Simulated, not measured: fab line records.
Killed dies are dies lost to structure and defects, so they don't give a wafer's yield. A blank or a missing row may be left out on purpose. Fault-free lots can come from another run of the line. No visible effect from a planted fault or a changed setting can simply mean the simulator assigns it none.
Struck lot and sound lot, side by side    flow berkeley-cmos170    14 steps out of a route of 331
Sound: the wafers L829.2, L829.3, L829.4. Wafers L843.2, L843.3, L843.5 were the ones struck. The cause is given at the end.
Per side, at each step with rows, come the tool, then ch with its chambers, and then its first start. Under that, the readings that differ: sound wafers    struck wafers    difference of the means    sigmas: that difference in standard deviations of wafers without a fault.
alike: same words and numbers on both sides, and readings whose means sit less than 2 such deviations apart. not compared: any withheld reading, any reading some wafer has no value for, any bound like >300 that may hide the same value, and any number with overlapping values for which the record gives no deviation.
The two part at a step that has a row with sigmas, a row that says differs or no value, or rows on one side only. Numbers that don't overlap but have no deviation are shown without sigmas and don't part them. A reading missing from all wafers of one side parts the sides only when that side holds two or more wafers.

UCB170_CONTACT_ETCH_17: etches BARC in N2/H2.
  sound on rie-diel-01 ch 0,2,3, day 9 10:14; struck on rie-diel-04 ch 1,2,3, day 12 09:54
  alike: drypump-motor-current-A, oes-product-au, throttle-valve-pct
UCB170_CONTACT_ETCH_18: etches PSG in CHF3/CF4/Ar, stops on TiSi2, target depth 840 nm, time 195 s.
  sound: rie-diel-01 ch 0,2,3; struck: rie-diel-04 ch 1,2,3
  alike: CHF3_flow_sccm, cf4-flow-sccm, drypump-motor-current-A, oes-product-au, throttle-valve-pct
  not compared: rf-hours-counter-h
UCB170_CONTACT_STRIP_19: strips in O2.
  sound on plasma-asher-03 ch 0,1, day 9 10:23; struck on plasma-asher-03 ch 0,1, day 12 10:04
  alike: drypump-motor-current-A, oes-product-au
  not compared: rf-hours-counter-h
UCB170_CONTACT_CD_MEAS_90 targets a cd of 700 nm.
  struck on cd-sem-01, day 12 10:11; sound on cd-sem-02, day 9 10:31
  alike: cd-nm
then, 1 step without rows for these wafers: UCB170_CONTACT_CLEAN_20 (cleans in SPM, time 600 s).
UCB170_M1_SPUTTER_00: material Al, target thk 600 nm, time 80 s.
  struck on pvd-sputter-04, day 12 10:38; sound on pvd-sputter-01, day 9 10:47
  alike: throttle-valve-pct
UCB170_M1_RS_MEAS_01: a four-point-probe measurement.
  struck on film-metro-04, day 12 10:43; sound on film-metro-01, day 9 10:52
  alike: M1_AL_RS
UCB170_M1_THK_MEAS_02: measures by xrf.
  struck on film-metro-04, day 12 10:50; sound on film-metro-01, day 9 10:59
  alike: M1_AL_THK
then, 4 steps without rows for these wafers: UCB170_M1_COAT_03; UCB170_M1_COAT_04 (resist thk 900 nm); UCB170_M1_SOFTBAKE_05 (time 60 s); UCB170_M1_EXPOSE_06 (exposes mask METAL1, target cd 700 nm).
UCB170_M1_PEB_07:
  sound on litho-track-02 ch 0, day 9 11:49; struck on litho-track-02, day 12 11:36
  no value came back on the struck wafers for chill-plate-temp-C (C), exhaust-pa (Pa); on the sound wafers chill-plate-temp-C (C) reads 22.97 22.95 22.95
then, 1 step without rows for these wafers: UCB170_M1_DEVELOP_08 (develop time 45 s).

## WHERE THEY PART
At UCB170_M1_PEB_07 and nowhere else, as far as this record goes.

WHY: the cause the simulator had injected
Whole step skipped at UCB170_M1_PEB_07 on litho-track-02, starting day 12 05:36. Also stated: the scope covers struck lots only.
